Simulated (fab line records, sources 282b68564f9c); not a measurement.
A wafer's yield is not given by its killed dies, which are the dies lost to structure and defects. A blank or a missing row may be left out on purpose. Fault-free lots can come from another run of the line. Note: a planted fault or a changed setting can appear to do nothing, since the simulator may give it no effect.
Split-lot study + flow ritCmos + 23 wafers read from 5 lots, route of 202 steps

## ON THE SPLIT
At RIT_PWELL_COAT_01 (resist thk 1300 nm), the setting resistThkNm was moved away from the recipe's 1300 nm on 7 of the 23 wafers read, by -4.6% to +4.7%. For the rest of the wafers, this setting stayed at what the recipe calls for.

## FROM THE SPLIT TO THE READING: what the file shows between them, 3 steps
- RIT_PWELL_SOFTBAKE_02: time 60 s
- RIT_PWELL_EXPOSE_03: exposes mask M3, target cd 43700 nm
- RIT_PWELL_DEVELOP_05: develop time 68 s

## THE READING
NOVOLAK_of_PWELL_COAT_01.thkNm (the simulator's own value, which no gauge read), in nm, at RIT_PWELL_HARDBAKE_07 (time 120 s). No usual value for it is given in the file. Average 1136 nm, standard deviation 4 nm, over the 16 wafers here run with the recipe.

| wafer  | tool, chamber at the split | resistThkNm as run, nm | against the recipe | NOVOLAK_of_PWELL_COAT_01.thkNm, nm | against lot-mates on the recipe |
|--------|----------------------------|------------------------|--------------------|------------------------------------|---------------------------------|
| L075.2 | lithoTrack-04, 0           | 1361                   | +4.7%              | 1186                               | +48                             |
| L075.3 | lithoTrack-04, 0           | 1361                   | +4.7%              | 1187                               | +50                             |
| L075.4 | lithoTrack-04, 0           | 1300                   | recipe             | 1137                               | -                               |
| L075.5 | lithoTrack-04, 0           | 1361                   | +4.7%              | 1189                               | +52                             |
| L075.6 | lithoTrack-04, 0           | 1300                   | recipe             | 1138                               | -                               |
| L076.1 | lithoTrack-04, 0           | 1300                   | recipe             | 1131                               | -                               |
| L076.2 | lithoTrack-04, 0           | 1300                   | recipe             | 1130                               | -                               |
| L076.3 | lithoTrack-04, 0           | 1300                   | recipe             | 1134                               | -                               |
| L076.4 | lithoTrack-04, 0           | 1323                   | +1.8%              | 1148                               | +16                             |
| L076.5 | lithoTrack-04, 0           | 1323                   | +1.8%              | 1152                               | +20                             |
| L078.1 | lithoTrack-01, 0           | 1240                   | -4.6%              | 1082                               | -50                             |
| L078.2 | lithoTrack-01, 0           | 1300                   | recipe             | 1133                               | -                               |
| L078.4 | lithoTrack-01, 0           | 1300                   | recipe             | 1131                               | -                               |
| L078.6 | lithoTrack-01, 0           | 1300                   | recipe             | 1131                               | -                               |
| L078.5 | lithoTrack-01, 0           | 1240                   | -4.6%              | 1081                               | -51                             |
| L083.2 | lithoTrack-01, 0           | 1300                   | recipe             | 1136                               | -                               |
| L083.4 | lithoTrack-01, 0           | 1300                   | recipe             | 1139                               | -                               |
| L083.6 | lithoTrack-01, 0           | 1300                   | recipe             | 1143                               | -                               |
| L084.1 | lithoTrack-01, 0           | 1300                   | recipe             | 1142                               | -                               |
| L084.2 | lithoTrack-01, 0           | 1300                   | recipe             | 1140                               | -                               |
| L084.3 | lithoTrack-01, 0           | 1300                   | recipe             | 1140                               | -                               |
| L084.4 | lithoTrack-01, 0           | 1300                   | recipe             | 1138                               | -                               |
| L084.5 | lithoTrack-01, 0           | 1300                   | recipe             | 1136                               | -                               |

THE FIT
A straight line over all 23 wafers: NOVOLAK_of_PWELL_COAT_01.thkNm changes by +11.2 nm for each +1% of resistThkNm; r = +0.99; the points scatter about the line by 4.1 nm.
The same after taking each lot's own level away (the mean of its wafers on the recipe; 23 wafers): +10.7 nm for each +1%; r = +1.00; scatter 1.9 nm.
Per that fit: largest resistThkNm move, reading shift of 50 nm.
The span of the lots' own levels, 1131.7 to 1139.3 nm, comes to 1.9 times the standard deviation stated above.
The two slopes are in agreement: the lot-to-lot level therefore moves the slope only a little.
Check: with one of the wafers moved furthest among these (+4.7%) left out of the fit, the line predicts +50.5 nm for it against its lot-mates. It came out at +48.5 nm against them.

## OTHER SPLITS ON THESE WAFERS
Other splits were also applied to these wafers ahead of the reading. Each is held against what the fit with the lots' levels taken away leaves over:
| other split on the same wafers     | wafers away from the commonest value | r with NOVOLAK_of_PWELL_COAT_01.thkNm (lot level and that fit taken away) |
|------------------------------------|--------------------------------------|---------------------------------------------------------------------------|
| RIT_ACTIVE_DEVELOP_10 developTimeS | 5                                    | +0.29                                                                     |
| RIT_ACTIVE_ETCH_13 overEtchFrac    | 7                                    | +0.01                                                                     |
| RIT_FOX2_OXIDATION_00 tempC        | 18                                   | -0.03                                                                     |

## THE WHOLE CHAIN: every reading that the file lists as answering this split, in the file's order
| step                  | what it does       | reading                                                                         | change (the file's fit)              | r (the file's) |
|-----------------------|--------------------|---------------------------------------------------------------------------------|--------------------------------------|----------------|
| RIT_PWELL_COAT_01     | resist thk 1300 nm | NOVOLAK_of_PWELL_COAT_01.thkNm (the simulator's own value, which no gauge read) | +12.5 nm for each +1% of the setting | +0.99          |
| RIT_PWELL_HARDBAKE_07 | time 120 s         | NOVOLAK_of_PWELL_COAT_01.thkNm (the simulator's own value, which no gauge read) | +10.8 nm for each +1% of the setting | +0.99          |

## FILE'S OWN FIT
NOVOLAK_of_PWELL_COAT_01.thkNm changes by +10.8 nm for each +1% of resistThkNm, r = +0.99.
